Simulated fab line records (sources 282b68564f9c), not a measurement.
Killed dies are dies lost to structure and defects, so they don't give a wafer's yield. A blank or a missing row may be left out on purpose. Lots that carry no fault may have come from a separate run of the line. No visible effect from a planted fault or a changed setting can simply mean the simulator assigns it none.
A struck lot beside a sound one -- flow rit cmos -- 15 steps out of a route of 202
Sound: these wafers, L206.1, L206.3, L206.5. Struck: wafer L215.6 (left out: L215.1, L215.5 of the same lot, which were not struck); the cause appears at the end.
Each step with rows lists, per side, the tool, then ch with its chambers, then its first start. Under that, the readings that differ: sound wafers -- struck wafers -- difference of the means -- sigmas: that difference in standard deviations of wafers without a fault.
alike: readings with means less than 2 such deviations apart, plus words and numbers identical on both sides. not compared: withheld readings, readings lacking a value on some wafer, bounds such as >300 that could conceal the same value, and numbers that have no deviation in the record and whose values overlap.
The two part at a step that has a row with sigmas, a row that says differs or no value, or rows on one side only. Numbers that don't overlap but have no deviation are shown without sigmas and don't part them. A reading that every wafer of one side lacks parts them only if that side has two wafers or more.

RIT_SILICIDE_RTA_06: time 10 s, ramp up 5 s, ramp down 10 s.
  sound on rtp anneal-02 ch 0, day 3 15:32; struck on rtp anneal-01 ch 0, day 5 12:54
  alike: wafer_temp_C_max
RIT_CONTACT_CVD_00: deposits SiO2 from TEOS, target thk 400 nm, time 61 s.
  sound on pecvd-02 ch 0,1,2, day 3 15:37; struck on pecvd-02 ch 1, day 5 12:58
  alike: heater power w, rf fwd power W
RIT_CONTACT_THK_MEAS_01:
  sound on film metro-04, day 3 15:40; struck on film metro-02, day 5 13:01
  alike: CONTACT_TEOS_THK
then, 2 steps without rows for these wafers: RIT_CONTACT_HMDS_02 (prime time 60 s); RIT_CONTACT_COAT_03 (resist thk 1000 nm).
RIT_CONTACT_SOFTBAKE_04: time 62.18 s.
  sound on litho track-04 ch 0, day 3 16:01; struck on litho track-04 ch 0, day 5 13:22
reading,sound,struck,difference,sigmas
plate sensor t centre C (C),90.957 90.962 90.982,90.988,+0.021,+2
plate sensor t edge C (C),91.002 91.026 91.012,91.042,+0.029,+3
then, 3 steps without rows for these wafers: RIT_CONTACT_EXPOSE_05 (exposes mask M11, target cd 1000 nm); RIT_CONTACT_PEB_06; RIT_CONTACT_DEVELOP_07 (develop time 120 s).
RIT_CONTACT_CD_MEAS_08: the cd target is 1000 nm.
  sound on cd sem-01, day 3 16:49; struck on cd sem-02, day 5 14:02
  alike: cd nm
RIT_CONTACT_OVL_MEAS_09:
  sound on overlay-01, day 3 16:56; struck on overlay-01, day 5 14:10
reading,sound,struck,difference,sigmas
CONTACT_OVL (nm),-0.9 -1.3 -1.2,2.3,+3.4,+3
then, 1 step without rows for these wafers: RIT_CONTACT_HARDBAKE_10 (time 60 s).
RIT_CONTACT_ETCH_11: etches SiO2 in CHF3/CF4/Ar, stops on TiSi2, target depth 480 nm, time 320 s.
  sound on rie diel-03 ch 0,2, day 3 17:07; struck on rie diel-03 ch 3, day 5 14:21
reading,sound,struck,difference,sigmas
drypump motor current A (A),5.9 6.1 6.2,4.8,-1.3,-3
over etch frac,0.2 0.2 0.2,0.30477,+0.10477,
throttle valve pct (%),8.86 8.53 8.52,8.99,+0.35,+3
model.NOVOLAK_of_CONTACT_COAT_03.thk nm (nm),764.4 762.6 764.4,758.5,-5.3,
  alike: chamber pressure mTorr, oes product au, rf fwd power W
  not compared: rf hours counter h
RIT_CONTACT_STRIP_12: strips in O2, time 180 s.
  sound on plasma asher-01 ch 0,1, day 3 17:19; struck on plasma asher-02 ch 1, day 5 14:32
reading,sound,struck,difference,sigmas
drypump motor current A (A),5.7 5.6 5.6,6.6,+1.0,+2
  alike: chamber pressure mTorr
  not compared: rf hours counter h
RIT_M1_PROBE_99:
  record: rows for the struck wafers here (prober-02, day 5 19:28), none for the sound ones

WHERE THEY PART
Last at RIT_M1_PROBE_99 as far as this record goes, first at RIT_CONTACT_SOFTBAKE_04.

WHY: what had been put in by the simulator
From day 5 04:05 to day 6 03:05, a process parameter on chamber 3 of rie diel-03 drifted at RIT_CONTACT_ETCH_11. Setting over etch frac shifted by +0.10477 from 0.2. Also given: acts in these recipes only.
